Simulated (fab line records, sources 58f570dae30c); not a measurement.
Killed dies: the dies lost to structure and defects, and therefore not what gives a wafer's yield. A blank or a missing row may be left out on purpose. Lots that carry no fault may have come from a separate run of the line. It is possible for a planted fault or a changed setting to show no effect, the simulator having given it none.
Matching of chambers	flow berkeley_cmos170	UCB170_GATE_ETCH_14 on rie_diel-02 has 4 sister chambers
The step etches BARC in N2/H2. 4 wafers are shown with their chamber, then 7 later ones without.

## WAFERS PAIRED WITH THEIR CHAMBERS
wafer	chamber	drypump_motor_current_A (A)
L260.6	1	5.0
L267.6	3	5.8
L272.2	2	6.1
L272.4	0	5.8

## WAFERS WHOSE CHAMBER IS MISSING
wafer	drypump_motor_current_A (A)
L272.6	5.0
L273.1	6.1
L273.3	5.8
L273.6	5.8
L271.1	6.1
L271.2	5.8
L271.3	5.1

## WHICH CHAMBER EACH ONE RAN IN
wafer	from the rows above	in truth
L272.6	1	1
L273.1	2	2
L273.3	can't be placed: 0 or 3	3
L273.6	can't be placed: 0 or 3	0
L271.1	2	2
L271.2	can't be placed: 0 or 3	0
L271.3	1	1
Correctly placed: 4 of 7. Unplaceable from these rows: 3, with the true chamber sitting among the candidates in 3. Wrongly placed: 0.
How it was worked out, from the rows above alone: a wafer's distance from a chamber is the root of the sum, over the readings, of the square of ((its reading less the chamber's mean) divided by the reading's scatter). If the next closest chamber is less than 2 further off than the closest, the wafer can't be placed; otherwise it belongs to the closest. Each chamber's mean is taken over the wafers shown for it. The scatter (one wafer shown for each chamber): square how far every hidden wafer sits from the nearest shown wafer, average those squares and take the square root.
